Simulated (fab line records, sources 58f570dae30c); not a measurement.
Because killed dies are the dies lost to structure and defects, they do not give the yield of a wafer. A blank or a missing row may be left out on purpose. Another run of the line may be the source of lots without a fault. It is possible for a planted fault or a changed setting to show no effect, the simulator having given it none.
Shared-tool check | flow berkeley cmos170 | Lots sampled 14, wafers sampled 42

REASON FOR OPENING
Of 14 lots, 2 have the reading PSD_TW flagged at UCB170_PSD_TW_MEAS_10. No-fault wafers: 2322, standard deviation 14.
Rule: a lot is flagged in two cases, either no wafer of it has a number, or all its wafers with numbers fall more than 4 standard deviations from that mean. As for the other lots, they are considered sound.

lot  | measured     | on            | PSD_TW, wafer by wafer | flag
L283 | day 6 09:44  | film metro-03 | 2340 2350 2341         |
L282 | day 6 09:53  | film metro-04 | 2319 2321 2310         |
L285 | day 7 02:49  | film metro-01 | 2326 2319 2313         |
L286 | day 7 15:01  | film metro-04 | 2300 2294 2302         |
L288 | day 8 04:29  | film metro-01 | 2330 2336 2338         |
L291 | day 8 17:05  | film metro-01 | 2336 2345 2327         |
L290 | day 8 17:26  | film metro-01 | 2325 2325 2327         |
L292 | day 9 00:04  | film metro-01 | 2314 2321 2317         |
L294 | day 9 08:22  | film metro-04 | 2316 2319 2318         |
L298 | day 10 05:53 | film metro-03 | 2445 2473 2462         | FLAGGED
L301 | day 10 21:19 | film metro-04 | 2301 2299 2294         |
L300 | day 10 21:35 | film metro-01 | 2447 2447 2451         | FLAGGED
L303 | day 11 04:39 | film metro-04 | 2310 2311 2312         |
L304 | day 11 20:01 | film metro-04 | 2312 2303 2308         |
The mean of the flagged lots' numbers is 2454, +132 from the usual (+9 standard deviations).

WHICH TOOL EACH LOT WENT THROUGH
Before the reading, the record contains 3 process steps out of a 331-step route. In each cell: the tool, then ch and the chambers that the sampled wafers went through, then the start.
lot  | flag    | UCB170_PVT_STRIP_08                  | UCB170_PSD_IMPLANT_08           | UCB170_PSD_STRIP_09
L283 |         | plasma asher-02 ch 0,1, day 5 12:52  | implanter-02 ch 0, day 6 09:30  | plasma asher-02 ch 0,1, day 6 09:38
L282 |         | plasma asher-04 ch 0, day 5 12:35    | implanter-03 ch 0, day 6 09:40  | plasma asher-01 ch 0,1, day 6 09:47
L285 |         | plasma asher-04 ch 0,1, day 6 02:07  | implanter-03 ch 0, day 7 02:34  | plasma asher-02 ch 0,1, day 7 02:43
L286 |         | plasma asher-02 ch 0,1, day 6 15:45  | implanter-03 ch 0, day 7 14:46  | plasma asher-02 ch 0,1, day 7 14:55
L288 |         | plasma asher-02 ch 0,1, day 7 03:50  | implanter-02 ch 0, day 8 04:14  | plasma asher-04 ch 0,1, day 8 04:23
L291 |         | plasma asher-01 ch 0,1, day 7 14:31  | implanter-03 ch 0, day 8 16:50  | plasma asher-02 ch 0,1, day 8 16:59
L290 |         | plasma asher-01 ch 1, day 7 15:16    | implanter-01 ch 0, day 8 17:11  | plasma asher-04 ch 0,1, day 8 17:20
L292 |         | plasma asher-02 ch 0,1, day 8 03:16  | implanter-02 ch 0, day 8 23:49  | plasma asher-02 ch 0,1, day 8 23:58
L294 |         | plasma asher-02 ch 0,1, day 8 10:35  | implanter-02 ch 0, day 9 08:07  | plasma asher-04 ch 0,1, day 9 08:16
L298 | FLAGGED | plasma asher-01 ch 0,1, day 9 02:53  | implanter-02 ch 0, day 10 05:39 | plasma asher-01 ch 0,1, day 10 05:47
L301 |         | plasma asher-02 ch 0,1, day 9 19:19  | implanter-03 ch 0, day 10 21:05 | plasma asher-02 ch 0, day 10 21:12
L300 | FLAGGED | plasma asher-01 ch 0,1, day 9 19:30  | implanter-02 ch 0, day 10 21:21 | plasma asher-04 ch 0,1, day 10 21:29
L303 |         | plasma asher-02 ch 0,1, day 10 01:11 | implanter-03 ch 0, day 11 04:25 | plasma asher-01 ch 0,1, day 11 04:32
L304 |         | plasma asher-02 ch 0,1, day 10 18:46 | implanter-01 ch 0, day 11 19:47 | plasma asher-04 ch 0,1, day 11 19:56
What these steps do:
- UCB170_PVT_STRIP_08: strips in O2.
- UCB170_PSD_IMPLANT_08
- UCB170_PSD_STRIP_09: strips in O2.
- UCB170_PSD_TW_MEAS_10

FLAGGED AGAINST TOTAL, ONE TOOL AT A TIME (gauges that did the reading follow at the end)
step                  | tool            | lots run | flagged | share of the flagged lots | sound lots run after its first flagged lot
UCB170_PVT_STRIP_08   | plasma asher-01 | 4        | 2       | all                       | 0
UCB170_PVT_STRIP_08   | plasma asher-02 | 8        | 0       | none                      | -
UCB170_PVT_STRIP_08   | plasma asher-04 | 2        | 0       | none                      | -
UCB170_PSD_IMPLANT_08 | implanter-01    | 2        | 0       | none                      | -
UCB170_PSD_IMPLANT_08 | implanter-02    | 6        | 2       | all                       | 0
UCB170_PSD_IMPLANT_08 | implanter-03    | 6        | 0       | none                      | -
UCB170_PSD_STRIP_09   | plasma asher-01 | 3        | 1       | some                      | 1 (L303)
UCB170_PSD_STRIP_09   | plasma asher-02 | 6        | 0       | none                      | -
UCB170_PSD_STRIP_09   | plasma asher-04 | 5        | 1       | some                      | 1 (L304)
UCB170_PSD_TW_MEAS_10 | film metro-01   | 6        | 1       | some                      | 0
UCB170_PSD_TW_MEAS_10 | film metro-03   | 2        | 1       | some                      | 0
UCB170_PSD_TW_MEAS_10 | film metro-04   | 6        | 0       | none                      | -

THE TABLE: WHAT IT ALLOWS
2 rows of the table ran every flagged lot: plasma asher-01 at UCB170_PVT_STRIP_08, implanter-02 at UCB170_PSD_IMPLANT_08.
- plasma asher-01 at UCB170_PVT_STRIP_08 ran 4 lots, 2 of them flagged. A fault beginning between L290 (day 7 15:16), its last sound lot, and L298 (day 9 02:53), its first flagged one, fits the data.
- implanter-02 at UCB170_PSD_IMPLANT_08 ran 6 lots, 2 of them flagged. A fault beginning between L294 (day 9 08:07), its last sound lot, and L298 (day 10 05:39), its first flagged one, fits the data. Its own readings (dose ions cm2, faraday current uA) fall more than 4 standard deviations out on all wafers of the flagged lots.
Counting lots can't tell these 2 tools apart, because each fits a fault that began at some hour. More lots, or a look at what each step does to the wafer, might.

WHAT THE SIMULATOR HAD INSERTED
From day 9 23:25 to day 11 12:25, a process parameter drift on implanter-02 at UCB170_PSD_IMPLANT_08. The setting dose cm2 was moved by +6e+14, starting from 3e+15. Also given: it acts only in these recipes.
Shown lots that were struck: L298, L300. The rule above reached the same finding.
